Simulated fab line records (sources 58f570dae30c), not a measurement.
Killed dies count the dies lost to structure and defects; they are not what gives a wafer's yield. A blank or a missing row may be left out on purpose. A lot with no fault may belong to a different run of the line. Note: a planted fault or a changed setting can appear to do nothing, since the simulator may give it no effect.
Which tool did it?	flow berkeley_cmos170	14 lots, 41 wafers sampled, at 6 steps of a route of 331

== WHAT THE GAUGES SHOWED, per wafer ==
UCB170_V2_CD_MEAS_12: target cd 700 nm.
lot	measured	on	cd_nm (nm)
L478	day 9 02:49	cd_sem-02	700.4 699.4 698.8
L480	day 9 04:49	cd_sem-01	701.4 701.2 702.2
L482	day 9 11:08	cd_sem-02	701.2 701.5
L485	day 9 23:44	cd_sem-02	701.4 703.0 701.8
L486	day 10 07:38	cd_sem-02	699.8 702.0 699.7
L489	day 11 00:40	cd_sem-01	698.5 700.7 700.6
L491	day 11 03:43	cd_sem-01	701.0 700.2 700.3
L492	day 11 05:32	cd_sem-01	698.6 699.9 700.8
L494	day 11 23:42	cd_sem-01	701.6 701.3 700.8
L495	day 11 23:56	cd_sem-01	699.9 700.6 700.0
L497	day 12 17:47	cd_sem-01	699.2 697.6 697.9
L496	day 12 23:49	cd_sem-01	698.5 698.3 699.2
L500	day 13 00:25	cd_sem-01	701.2 700.3 701.7
L498	day 13 02:08	cd_sem-01	701.7 701.3 701.8

UCB170_V2_CD_MEAS_90: target cd 700 nm.
lot	measured	on	cd_nm (nm)
L478	day 9 03:16	cd_sem-02	699.6 696.0 698.2
L480	day 9 05:15	cd_sem-02	700.8 701.1 701.6
L482	day 9 11:35	cd_sem-02	- -
L485	day 10 00:10	cd_sem-02	- - -
L486	day 10 08:04	cd_sem-01	699.8 700.7 700.9
L489	day 11 01:13	cd_sem-01	697.3 701.4 701.4
L491	day 11 04:09	cd_sem-01	700.2 699.1 699.6
L492	day 11 05:58	cd_sem-01	699.2 699.3 701.7
L494	day 12 00:14	cd_sem-01	701.9 701.7 702.0
L495	day 12 00:28	cd_sem-01	699.0 700.3 700.9
L497	day 12 18:13	cd_sem-01	698.0 697.8 697.3
L496	day 13 00:17	cd_sem-01	699.5 699.3 698.2
L500	day 13 00:51	cd_sem-01	700.6 700.6 701.1
L498	day 13 02:35	cd_sem-01	700.1 701.8 701.5

UCB170_M3_OVL_MEAS_16.
lot	measured	on	M3_OVL (nm)
L478	day 9 06:56	overlay-01	9 10 16
L480	day 9 08:50	overlay-01	1 11 16
L486	day 10 10:44	overlay-02	0 -2 5
L489	day 11 03:28	overlay-02	-4 -6 -4
L491	day 11 06:23	overlay-01	3 10 8
L492	day 11 08:59	overlay-01	14 7 15
L494	day 12 03:11	overlay-02	3 5 11
L495	day 12 03:28	overlay-01	-7 6 -4
L497	day 12 20:37	overlay-02	-10 -5 -3
L496	day 13 02:31	overlay-02	-2 0 1
L500	day 13 03:41	overlay-02	8 5 9
L498	day 13 05:52	overlay-02	-2 -1 7

== EACH LOT AND THE TOOL THAT RAN IT (in order: tool; ch and the chambers of the sampled wafers; start) ==
lot	UCB170_V2_CVD_00	UCB170_V2_ETCH_14	UCB170_V2_STRIP_15
L478	pecvd-03 ch 1,2, day 8 23:47	rie_diel-02 ch 1,2,3, day 9 02:59	plasma_asher-02 ch 0,1, day 9 03:10
L480	pecvd-03 ch 0,1,2, day 9 01:59	rie_diel-01 ch 0,1,3, day 9 04:56	plasma_asher-01 ch 0,1, day 9 05:08
L482	pecvd-01 ch 1,2, day 9 09:10	rie_diel-02 ch 0,1, day 9 11:18	plasma_asher-02 ch 0,1, day 9 11:29
L485	pecvd-03 ch 0,1,2, day 9 21:52	rie_diel-02 ch 0,3, day 9 23:52	plasma_asher-04 ch 0,1, day 10 00:03
L486	pecvd-03 ch 0,1,2, day 10 05:55	rie_diel-04 ch 0,2,3, day 10 07:47	plasma_asher-04 ch 0,1, day 10 07:58
L489	pecvd-03 ch 0,1, day 10 22:46	rie_diel-04 ch 0,3, day 11 00:46	plasma_asher-04 ch 0,1, day 11 00:59
L491	pecvd-04 ch 0,1, day 11 01:44	rie_diel-02 ch 0,1, day 11 03:50	plasma_asher-01 ch 0,1, day 11 04:02
L492	pecvd-01 ch 0,1, day 11 03:40	rie_diel-01 ch 0,2,3, day 11 05:41	plasma_asher-04 ch 0,1, day 11 05:52
L494	pecvd-01 ch 0,1,2, day 11 21:30	rie_diel-01 ch 0,2, day 11 23:55	plasma_asher-04 ch 0,1, day 12 00:07
L495	pecvd-03 ch 0,1,2, day 11 21:44	rie_diel-02 ch 0,2, day 12 00:04	plasma_asher-02 ch 0,1, day 12 00:16
L497	pecvd-01 ch 0,1,2, day 12 15:56	rie_diel-01 ch 1,2,3, day 12 17:56	plasma_asher-01 ch 0, day 12 18:07
L496	pecvd-03 ch 0,1,2, day 12 22:01	rie_diel-04 ch 0,1,3, day 12 23:55	plasma_asher-02 ch 0,1, day 13 00:07
L500	pecvd-04 ch 0,2, day 12 22:32	rie_diel-01 ch 0,2,3, day 13 00:33	plasma_asher-01 ch 0,1, day 13 00:44
L498	pecvd-04 ch 0,1,2, day 13 00:14	rie_diel-02 ch 1,2,3, day 13 02:16	plasma_asher-02 ch 0,1, day 13 02:28
- UCB170_V2_CVD_00: deposits SiO2 from TEOS/O2, target thk 2000 nm, time 250 s.
- UCB170_V2_ETCH_14: etches SiO2 in CHF3/CF4/Ar, stops on Al, target depth 1250 nm, time 291 s.
- UCB170_V2_STRIP_15: strips in O2.

== AS READ BY THE TOOLS THEMSELVES (means over the sampled wafers that have a number; for cases with no such wafer, the mark the record gives instead) ==
UCB170_V2_CVD_00.
lot	tool	heater_power_w (W)
L478	pecvd-03	227
L480	pecvd-03	280
L482	pecvd-01	296
L485	pecvd-03	250
L486	pecvd-03	254
L489	pecvd-03	266
L491	pecvd-04	227
L492	pecvd-01	320
L494	pecvd-01	287
L495	pecvd-03	256
L497	pecvd-01	276
L496	pecvd-03	262
L500	pecvd-04	279
L498	pecvd-04	265

UCB170_V2_ETCH_14.
lot	tool	CHF3_flow_sccm (sccm)	cf4_flow_sccm (sccm)	drypump_motor_current_A (A)	oes_product_au (a.u.)	throttle_valve_pct (%)
L478	rie_diel-02	45.00	15.03	5.5	0.866	6.94
L480	rie_diel-01	45.00	15.03	6.1	0.861	6.97
L482	rie_diel-02	-	-	-	-	-
L485	rie_diel-02	-	-	-	-	-
L486	rie_diel-04	44.86	15.04	5.9	0.868	6.86
L489	rie_diel-04	45.02	14.98	5.9	0.859	6.90
L491	rie_diel-02	45.14	15.00	5.7	0.870	6.82
L492	rie_diel-01	45.06	15.02	5.5	0.864	6.96
L494	rie_diel-01	45.03	15.02	5.3	0.869	6.96
L495	rie_diel-02	44.84	15.03	5.7	0.877	6.90
L497	rie_diel-01	45.00	15.06	5.8	0.869	6.96
L496	rie_diel-04	44.99	15.02	6.0	0.869	6.91
L500	rie_diel-01	44.97	15.00	5.5	0.877	6.97
L498	rie_diel-02	45.03	14.96	5.5	0.867	6.95

UCB170_V2_STRIP_15.
lot	tool	drypump_motor_current_A (A)	oes_product_au (a.u.)	strip_time_to_endpoint_s (s)
L478	plasma_asher-02	6.4	0.721	15.34
L480	plasma_asher-01	5.2	0.724	15.46
L482	plasma_asher-02	6.3	0.730	21.64
L485	plasma_asher-04	6.0	0.733	21.60
L486	plasma_asher-04	6.0	0.724	15.37
L489	plasma_asher-04	6.0	0.723	15.41
L491	plasma_asher-01	5.2	0.725	15.52
L492	plasma_asher-04	6.0	0.724	15.52
L494	plasma_asher-04	6.0	0.722	15.39
L495	plasma_asher-02	6.4	0.723	15.34
L497	plasma_asher-01	5.2	0.725	15.56
L496	plasma_asher-02	6.3	0.721	15.35
L500	plasma_asher-01	5.2	0.726	15.54
L498	plasma_asher-02	6.4	0.723	15.36

== THE ANSWER, worked out from the rows above alone ==
Rule: what is usual is taken from the lots themselves. Put in order of their means at a reading, lots are off if they are a third of the lots or fewer, leave a main group of 4 or more, and stand apart from it by a gap of 3 or more times the standard deviation of the main group's means; of several such gaps the widest counts. The tables above print the reading to a certain number of digits; a main group whose means all agree to those digits is not used. A lot without any number at a reading at which 4 lots or more have one is off too. Any other lot the step has rows for is counted as sound. Order of review: gauges by route order, followed by the tools' own readings, for which a lot's mean as printed above is used. The first step at which some lot is off is used, and at that step the reading that is off furthest; a lot without a number counts as furthest.
Off at UCB170_V2_CD_MEAS_90 (cd_nm): L482, L485. Without a number there: L482, L485. The main group has a mean of 700.0 nm with a standard deviation of 1.2.
If a tool, at a process step before that reading, ran all the lots that are off and no sound lot after the first of them, it fits. Not tried: the gauges at UCB170_V2_CD_MEAS_90; whatever is off there is also off at UCB170_V2_ETCH_14, on other tools, and gauge error can't account for it. Not one of the candidates tried fits.

== WHAT THE SIMULATOR PUT IN ==
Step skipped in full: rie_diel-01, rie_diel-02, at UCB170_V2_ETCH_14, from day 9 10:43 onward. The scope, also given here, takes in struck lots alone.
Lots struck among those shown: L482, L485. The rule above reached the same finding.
